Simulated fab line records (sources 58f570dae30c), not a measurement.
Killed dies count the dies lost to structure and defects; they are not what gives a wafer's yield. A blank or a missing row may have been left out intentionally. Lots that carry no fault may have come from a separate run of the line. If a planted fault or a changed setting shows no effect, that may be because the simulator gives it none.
fab line records	flow berkeleyCmos170
record lots=14	wafers=42	lastDay=11
route steps=331 shown V1@257 M2@288 V2@295
lots with no fault: from the same line, run without faults
startH: start of the lot's first displayed wafer, in hours after the record's first day	waitH: hours elapsed since this lot's preceding step	" repeats the value in the row above	L1.1+2: several wafers, shown together as one row	- value missing, or start not given	* or withheld: withheld	< > ~ a bound
route shown NAME@n: names a module that has steps shown in the file, with the first one's number in the route	usual: mean/standard deviation of fault-free wafers	same: alike in all rows	chamber/n: place in a boat	sites: each site's reading	_std_site: how widely they spread, as a standard deviation	_edge_site: inner sites' mean taken away from outer sites' mean	radiusMm: how far each site lies from the wafer's centre	mask NAME#n: copy n	behind: the most recent tool/chamber to have shaped the wafer	hold: what put the lot on hold/how long, in hours/how the hold closed	device: transistor that didn't switch, given as n, p or np	end of line: the same wafers' tests at the end of the route	step lacking rows: just its recipe	killed: the dies lost at the first sort to structure and to defects; this is not the yield of the wafer	map: per-die view of a wafer (x killed, . not killed, _ where there is no die)
set.NAME: the setting that was run; set.NAME@STEP: the one run at that earlier step	model.NAME: the simulator's own value behind a step, which no gauge read
the route's steps for a sample of lots (tables are steps, rows are wafers)
services: when a tool's chamber went out of use (startH, in hours from the record's first day, below 0 if earlier), for how many hours, and the reason
## steps
# step UCB170_V1_BOW_MEAS_03
# recipe mode=bow
# usual V1_BOW=19/7
lot.wafer	tool	chamber	startH	waitH	V1_BOW[um]
L994.1	filmMetro-04	-	147.00	0.2	25
L994.2	"	-	"	"	13
L994.6	"	-	"	"	19
L993.3	filmMetro-01	-	147.04	0.2	7
L993.5	"	-	"	"	16
L993.6	"	-	"	"	17
L995.2	filmMetro-04	-	150.89	0.2	11
L995.5	"	-	"	"	16
L995.6	"	-	"	"	27
L996.1	filmMetro-02	-	170.56	0.1	27
L996.3	"	-	"	"	15
L996.6	"	-	"	"	16
L999.4	filmMetro-02	-	177.26	0.2	18
L999.5	"	-	"	"	21
L999.6	"	-	"	"	24
L106.1	filmMetro-02	-	217.64	0.2	13
L106.3	"	-	"	"	9
L106.4	"	-	"	"	33
L109.2	filmMetro-01	-	227.98	0.2	21
L109.4	"	-	"	"	23
L109.6	"	-	"	"	19
L108.3	filmMetro-04	-	228.00	0.2	17
L108.5	"	-	"	"	15
L108.6	"	-	"	"	25
L110.2	filmMetro-02	-	230.82	0.2	10
L110.3	"	-	"	"	17
L110.4	"	-	"	"	20
L113.1	filmMetro-02	-	246.81	0.1	31
L113.5	"	-	"	"	24
L113.6	"	-	"	"	14
L111.3	filmMetro-04	-	246.85	0.3	11
L111.5	"	-	"	"	20
L111.6	"	-	"	"	19
L114.1	filmMetro-02	-	257.40	0.1	22
L114.2	"	-	"	"	21
L114.4	"	-	"	"	30
L115.2	filmMetro-04	-	257.45	0.3	34
L115.3	"	-	"	"	28
L115.6	"	-	"	"	18
L116.2	filmMetro-02	-	261.75	0.3	7
L116.5	"	-	"	"	16
L116.6	"	-	"	"	25
# step UCB170_M2_ETCH_17
# recipe chemistry=N2/H2	targetDepthA=withheld	overetchA=withheld	target=BARC	timeS=withheld	sourceW=500	biasW=100	pressureMtorr=30	n2FlowSccm=100	h2FlowSccm=200
# usual chamberPressureMTorr=30.000/0.028	drypumpMotorCurrentA=5.8/0.5	h2FlowSccm=200.0/0.61	oesProductAu=1.006/0.014	throttleValvePct=13.20/0.24
lot.wafer	tool	chamber	startH	waitH	chamberPressureMTorr	drypumpMotorCurrentA	h2FlowSccm	oesProductAu	throttleValvePct
L994.1	rieDiel-03	0	154.12	0.0	29.981	4.9	199.6	0.994	13.33
L994.2	"	1	"	"	29.982	5.7	199.9	1.023	13.57
L994.6	"	3	"	"	29.969	5.9	199.5	0.974	13.43
L993.3	rieDiel-01	0	154.38	0.0	29.996	5.5	200.2	1.013	13.31
L993.5	"	1	"	"	29.990	5.4	200.3	0.987	13.43
L993.6	"	2	"	"	30.009	6.5	199.8	1.020	12.89
L995.2	rieDiel-03	1	156.42	0.0	29.948	5.6	199.7	1.019	13.57
L995.5	"	1	"	"	30.016	5.7	199.7	1.020	13.57
L995.6	"	0	"	"	30.044	4.9	199.8	0.982	13.33
L996.1	rieDiel-02	1	176.98	0.0	30.016	5.3	200.6	1.011	12.91
L996.3	"	2	"	"	29.995	6.7	200.1	0.997	13.25
L996.6	"	2	"	"	30.002	6.7	198.5	1.003	13.25
L999.4	rieDiel-01	2	185.08	0.0	30.026	6.5	199.1	1.019	12.90
L999.5	"	0	"	"	30.025	5.5	200.0	1.013	13.31
L999.6	"	1	"	"	29.997	5.4	199.7	1.000	13.42
L106.1	rieDiel-01	3	221.75	0.0	29.980	5.8	199.8	1.009	12.92
L106.3	"	1	"	"	30.031	5.4	200.1	0.993	13.41
L106.4	"	2	"	"	29.989	6.5	200.1	1.012	12.90
L108.3	rieDiel-01	2	233.43	0.0	29.998	6.5	200.1	1.014	12.89
L108.5	"	1	"	"	29.960	5.4	200.4	0.990	13.42
L108.6	"	2	"	"	29.972	6.5	199.8	1.006	12.91
L109.2	rieDiel-02	1	234.01	0.0	30.005	5.3	200.0	1.015	12.89
L109.4	"	0	"	"	30.028	5.7	201.2	0.989	13.48
L109.6	"	0	"	"	30.024	5.7	200.7	0.988	13.48
L110.2	rieDiel-01	2	235.16	0.0	30.014	6.6	199.6	1.012	12.90
L110.3	"	0	"	"	29.994	5.5	199.1	1.020	13.32
L110.4	"	1	"	"	30.008	5.4	200.6	1.002	13.42
L113.1	rieDiel-01	0	253.29	0.0	29.971	5.5	200.0	1.014	13.32
L113.5	"	1	"	"	30.029	5.4	199.8	1.006	13.42
L113.6	"	2	"	"	29.999	6.5	200.1	1.011	12.92
L111.3	rieDiel-03	2	254.15	0.0	29.981	6.0	200.8	1.023	12.89
L111.5	"	3	"	"	29.985	5.9	200.8	0.994	13.42
L111.6	"	0	"	"	30.026	4.9	200.6	0.989	13.33
L114.1	rieDiel-01	0	261.99	0.0	29.993	5.5	199.9	1.005	13.32
L114.2	"	1	"	"	29.997	5.4	200.7	1.008	13.41
L114.4	"	3	"	"	30.064	5.8	199.1	1.021	12.91
L115.2	rieDiel-02	3	262.14	0.0	29.994	5.4	199.6	1.000	13.03
L115.3	"	1	"	"	29.990	5.3	199.0	1.024	12.92
L115.6	"	1	"	"	29.999	5.2	199.5	1.016	12.90
L116.2	rieDiel-02	2	265.73	0.0	30.021	6.7	200.0	1.004	13.24
L116.5	"	2	"	"	29.967	6.7	199.6	1.005	13.26
L116.6	"	0	"	"	30.021	5.7	199.8	0.991	13.49
# step UCB170_V2_BOW_MEAS_03
# recipe mode=bow
# usual V2_BOW=37/7.5
lot.wafer	tool	chamber	startH	waitH	V2_BOW[um]
L994.1	filmMetro-01	-	155.24	0.2	46
L994.2	"	-	"	"	33
L994.6	"	-	"	"	40
L993.3	filmMetro-01	-	155.52	0.2	29
L993.5	"	-	"	"	38
L993.6	"	-	"	"	38
L995.2	filmMetro-01	-	157.41	0.3	23
L995.5	"	-	"	"	28
L995.6	"	-	"	"	41
L996.1	filmMetro-03	-	178.16	0.2	43
L996.3	"	-	"	"	30
L996.6	"	-	"	"	31
L999.4	filmMetro-01	-	186.18	0.2	34
L999.5	"	-	"	"	37
L999.6	"	-	"	"	39
L106.1	filmMetro-02	-	222.72	0.2	26
L106.3	"	-	"	"	23
L106.4	"	-	"	"	48
L108.3	filmMetro-03	-	234.44	0.1	36
L108.5	"	-	"	"	33
L108.6	"	-	"	"	43
L109.2	filmMetro-02	-	235.00	0.2	40
L109.4	"	-	"	"	42
L109.6	"	-	"	"	38
L110.2	filmMetro-02	-	236.14	0.1	33
L110.3	"	-	"	"	40
L110.4	"	-	"	"	44
L113.1	filmMetro-02	-	254.26	0.1	49
L113.5	"	-	"	"	42
L113.6	"	-	"	"	32
L111.3	filmMetro-01	-	255.16	0.1	28
L111.5	"	-	"	"	38
L111.6	"	-	"	"	38
L114.1	filmMetro-02	-	262.95	0.2	45
L114.2	"	-	"	"	44
L114.4	"	-	"	"	53
L115.2	filmMetro-03	-	263.12	0.3	46
L115.3	"	-	"	"	40
L115.6	"	-	"	"	30
L116.2	filmMetro-01	-	266.71	0.2	25
L116.5	"	-	"	"	35
L116.6	"	-	"	"	45
# step UCB170_V2_ETCH_14
# recipe chemistry=CHF3/CF4/Ar	target=SiO2	stopOn=Al	CHF3_flow_sccm=45	cf4FlowSccm=15	Ar_flow_sccm=150	pressureMtorr=200	rfW=700	targetDepthA=12500	overEtchFrac=0.25	timeS=291
# usual chamberPressureMTorr=200.01/0.18	drypumpMotorCurrentA=5.8/0.49	mfcArSccm=150.0/0.49	oesProductAu=0.879/0.0092	throttleValvePct=6.89/0.12
lot.wafer	tool	chamber	startH	waitH	chamberPressureMTorr	drypumpMotorCurrentA	mfcArSccm	oesProductAu	rfHoursCounterH	throttleValvePct
L994.1	rieDiel-01	2	157.27	0.0	200.04	6.5	150.1	0.884	65	6.73
L994.2	"	0	"	"	200.04	5.5	150.3	0.872	65	6.91
L994.6	"	2	"	"	200.35	6.5	149.7	0.889	-	6.74
L993.3	rieDiel-02	3	157.39	0.0	199.83	5.5	150.4	0.876	109	6.81
L993.5	"	3	"	"	200.28	5.5	150.3	0.889	-	6.81
L993.6	"	2	"	"	200.12	6.7	149.8	0.870	-	6.90
L995.2	rieDiel-04	3	159.85	0.0	199.63	5.1	149.3	0.899	135	6.98
L995.5	"	3	"	"	200.25	5.1	149.5	0.899	-	6.97
L995.6	"	0	"	"	199.97	6.0	149.5	0.874	-	6.88
L996.1	rieDiel-04	0	179.71	0.0	199.98	6.0	150.0	0.878	129	6.89
L996.3	"	2	"	"	200.15	5.6	150.0	0.787	9	7.08
L996.6	"	0	"	"	200.02	6.0	149.2	0.873	-	6.90
L999.4	rieDiel-04	2	189.89	0.0	200.12	5.6	150.8	0.783	9	7.08
L999.5	"	2	"	"	199.94	5.6	150.2	0.787	-	7.09
L999.6	"	3	"	"	200.03	5.1	150.0	0.895	-	6.97
L106.1	rieDiel-01	2	224.67	0.0	200.01	6.5	150.0	0.882	68	6.71
L106.3	"	0	"	"	200.32	5.5	150.9	0.868	68	6.91
L106.4	"	2	"	"	200.26	6.5	149.7	0.890	-	6.73
L108.3	rieDiel-02	0	236.05	0.0	200.06	5.7	149.8	0.876	3	7.07
L108.5	"	1	"	"	199.90	5.3	150.7	0.882	-	6.74
L108.6	"	2	"	"	199.76	6.7	149.7	0.860	-	6.89
L109.2	rieDiel-01	3	236.47	0.0	199.79	5.8	149.6	0.884	57	6.73
L109.4	"	2	"	"	200.03	6.5	149.6	0.883	69	6.73
L109.6	"	2	"	"	200.30	6.5	150.1	0.885	-	6.77
L110.2	rieDiel-01	3	238.37	0.0	199.85	5.8	149.7	0.881	57	6.73
L110.3	"	0	"	"	199.64	5.5	150.6	0.875	68	6.91
L110.4	"	1	"	"	200.21	5.4	151.0	0.870	6	6.93
L113.1	rieDiel-01	0	255.93	0.0	199.74	5.4	150.7	0.875	69	6.91
L113.5	"	2	"	"	199.87	6.5	150.3	0.895	-	6.74
L113.6	"	1	"	"	199.93	5.4	150.8	0.878	-	6.93
L111.3	rieDiel-01	0	256.64	0.0	199.95	5.5	149.3	0.878	70	6.92
L111.5	"	1	"	"	200.17	5.4	149.5	0.872	-	6.96
L111.6	"	2	"	"	200.07	6.5	149.8	0.889	-	6.73
L114.1	rieDiel-02	2	264.32	0.0	200.00	6.6	149.3	0.864	27	6.91
L114.2	"	1	"	"	199.82	5.2	150.1	0.877	11	6.72
L114.4	"	0	"	"	199.80	5.7	150.5	0.876	4	7.05
L115.2	rieDiel-01	0	264.59	0.0	199.76	5.5	150.2	0.870	70	6.90
L115.3	"	3	"	"	200.00	5.8	149.6	0.878	58	6.74
L115.6	"	1	"	"	199.93	5.4	149.6	0.867	-	6.95
L116.2	rieDiel-02	3	268.22	0.0	200.18	5.5	149.8	0.886	114	6.82
L116.5	"	0	"	"	199.66	5.7	149.9	0.882	-	7.07
L116.6	"	3	"	"	199.92	5.5	150.2	0.889	-	6.79
# step UCB170_V2_STRIP_15
# recipe chemistry=O2	powerW=400	pressureMtorr=3500	platenTempC=withheld	o2FlowSccm=390.8	overashFraction=0.5
# usual chamberPressureMTorr=3500/3.5	drypumpMotorCurrentA=5.8/0.56	oesProductAu=0.720/0.0048	stripTimeToEndpointS=15.38/0.11
lot.wafer	tool	chamber	startH	waitH	chamberPressureMTorr	drypumpMotorCurrentA	oesProductAu	rfHoursCounterH	stripTimeToEndpointS
L994.1	plasmaAsher-04	0	157.44	0.1	3499	4.7	0.726	48	15.17
L994.2	"	1	"	"	3501	6.0	0.719	48	15.34
L994.6	"	1	"	"	3499	6.0	0.720	-	15.24
L993.3	plasmaAsher-03	0	157.60	0.1	3501	5.4	0.720	-	15.38
L993.5	"	1	"	"	3499	6.2	0.721	-	15.40
L993.6	"	0	"	"	3501	5.4	0.728	-	15.35
L995.2	plasmaAsher-04	1	160.03	0.1	3503	6.0	0.715	48	15.66
L995.5	"	1	"	"	3499	6.0	0.717	-	15.63
L995.6	"	0	"	"	3497	4.7	0.716	-	15.34
L996.1	plasmaAsher-01	0	179.89	0.1	3503	6.5	0.723	7	15.34
L996.3	"	1	"	"	3497	5.3	0.717	-	17.41
L996.6	"	0	"	"	3498	6.6	0.713	-	15.27
L999.4	plasmaAsher-03	0	190.10	0.1	3496	5.4	0.728	-	17.52
L999.5	"	0	"	"	3504	5.4	0.725	-	17.61
L999.6	"	1	"	"	3496	6.2	0.720	-	15.54
L106.1	plasmaAsher-04	0	224.85	0.1	3502	4.7	0.721	55	15.46
L106.3	"	0	"	"	3498	4.7	0.713	-	15.40
L106.4	"	1	"	"	3501	6.0	0.717	-	15.39
L108.3	plasmaAsher-01	1	236.26	0.1	3507	5.3	0.717	-	15.36
L108.5	"	1	"	"	3500	5.3	0.726	-	15.33
L108.6	"	0	"	"	3497	6.5	0.716	-	15.32
L109.2	plasmaAsher-03	1	236.65	0.1	3497	6.2	0.720	45	15.28
L109.4	"	1	"	"	3496	6.2	0.724	-	15.32
L109.6	"	0	"	"	3497	5.4	0.723	-	15.24
L110.2	plasmaAsher-01	1	238.55	0.1	3505	5.4	0.725	13	15.35
L110.3	"	1	"	"	3504	5.3	0.713	-	15.43
L110.4	"	0	"	"	3497	6.6	0.719	-	15.43
L113.1	plasmaAsher-03	1	256.11	0.1	3500	6.2	0.721	48	15.30
L113.5	"	1	"	"	3497	6.2	0.722	-	15.44
L113.6	"	0	"	"	3498	5.4	0.708	-	15.37
L111.3	plasmaAsher-01	1	256.85	0.1	3500	5.4	0.716	-	15.27
L111.5	"	1	"	"	3502	5.4	0.721	-	15.23
L111.6	"	0	"	"	3501	6.5	0.722	-	15.33
L114.1	plasmaAsher-03	1	264.50	0.1	3490	6.2	0.724	49	15.17
L114.2	"	0	"	"	3503	5.4	0.714	49	15.16
L114.4	"	0	"	"	3501	5.4	0.724	-	15.33
L115.2	plasmaAsher-03	1	264.77	0.1	3502	6.3	0.725	49	15.40
L115.3	"	1	"	"	3502	6.2	0.713	-	15.33
L115.6	"	0	"	"	3507	5.4	0.723	-	15.32
L116.2	plasmaAsher-01	1	268.40	0.1	3500	5.4	0.719	17	15.47
L116.5	"	0	"	"	3506	6.5	0.723	-	15.56
L116.6	"	1	"	"	3494	5.4	0.719	-	15.38
# step UCB170_V2_CD_MEAS_90
# recipe targetCdNm=700
# usual cdNm=699.8/1.3
lot.wafer	tool	chamber	startH	waitH	cdNm
L994.1	cdSem-02	-	157.54	0.1	697.5
L994.2	"	-	"	"	698.0
L994.6	"	-	"	"	696.4
L993.3	cdSem-01	-	157.70	0.1	698.9
L993.5	"	-	"	"	700.3
L993.6	"	-	"	"	700.0
L995.2	cdSem-01	-	160.15	0.1	701.2
L995.5	"	-	"	"	701.1
L995.6	"	-	"	"	700.0
L996.1	cdSem-02	-	179.99	0.1	700.7
L996.3	"	-	"	"	695.2
L996.6	"	-	"	"	698.1
L999.4	cdSem-02	-	190.23	0.1	695.8
L999.5	"	-	"	"	697.8
L999.6	"	-	"	"	700.0
L106.1	cdSem-02	-	224.95	0.1	700.6
L106.3	"	-	"	"	701.8
L106.4	"	-	"	"	699.5
L108.3	cdSem-02	-	236.37	0.1	701.7
L108.5	"	-	"	"	700.8
L108.6	"	-	"	"	701.8
L109.2	cdSem-01	-	236.77	0.1	699.0
L109.4	"	-	"	"	698.7
L109.6	"	-	"	"	698.3
L110.2	cdSem-02	-	238.67	0.1	699.8
L110.3	"	-	"	"	701.6
L110.4	"	-	"	"	699.8
L113.1	cdSem-01	-	256.21	0.1	698.5
L113.5	"	-	"	"	697.5
L113.6	"	-	"	"	696.9
L111.3	cdSem-01	-	256.96	0.1	700.2
L111.5	"	-	"	"	701.1
L111.6	"	-	"	"	699.6
L114.1	cdSem-01	-	264.60	0.1	698.1
L114.2	"	-	"	"	697.0
L114.4	"	-	"	"	700.5
L115.2	cdSem-02	-	264.89	0.1	701.1
L115.3	"	-	"	"	699.3
L115.6	"	-	"	"	699.2
L116.2	cdSem-01	-	268.52	0.1	697.6
L116.5	"	-	"	"	699.4
L116.6	"	-	"	"	697.0
## services
tool	chamber	startH	hours	kind
rieDiel-02	0	151.23	7.4	repair
rieDiel-04	1	154.39	-	clean
rieDiel-04	1	154.39	17.6	scheduledDown
rieDiel-04	1	154.39	17.6	ventCycle
rieDiel-02	0	158.67	-	clean
rieDiel-02	0	158.67	20.4	scheduledDown
rieDiel-02	0	158.67	20.4	ventCycle
plasmaAsher-01	-	163.42	2.4	repair
rieDiel-02	3	175.74	15.9	repair
rieDiel-04	1	183.42	1.3	repair
rieDiel-04	0	220.58	2.3	repair
rieDiel-01	3	224.27	3.8	repair
rieDiel-03	2	232.62	4.2	repair
rieDiel-04	3	249.60	-	clean
rieDiel-04	3	249.60	16.3	scheduledDown
rieDiel-04	3	249.60	16.3	ventCycle
plasmaAsher-01	-	253.97	0.8	repair
plasmaAsher-04	-	255.20	1.5	repair
rieDiel-04	-	255.37	2.8	pm
rieDiel-02	1	264.74	3.9	repair
## key
firstSign step=UCB170_V2_ETCH_14	reading=oesProductAu	direction=down	sigmas=10	usual=0.879	struck=0.786
effect step=UCB170_V2_STRIP_15	reading=stripTimeToEndpointS	direction=up	sigmas=19	usual=*	struck=*
effect step=UCB170_V2_CD_MEAS_90	reading=cdNm	direction=down	sigmas=2.6	usual=699.8	struck=696.3
metAt UCB170_V2_ETCH_14
struckLots L996,L999
struckWafers L996.3,L999.4,L999.5
laterRowsLeftOut L996.3,L999.4,L999.5
sortLeftOut L996.3,L999.4,L999.5
notActingAt UCB170_V1_BOW_MEAS_03,UCB170_M2_ETCH_17,UCB170_V2_BOW_MEAS_03
fault kind=processParameterDrift	tool=rieDiel-04	chamber=2	onsetH=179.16	steps=UCB170_V2_ETCH_14	channel=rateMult	offset=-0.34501	shape=step	endH=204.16
# sortLeftOut: the simulated sort isn't trusted on such a fault, so these wafers' sort isn't shown, and their yield isn't known
# laterRowsLeftOut: the simulator's readings of these wafers behind a module that went badly wrong aren't trusted and aren't shown, but for the sort
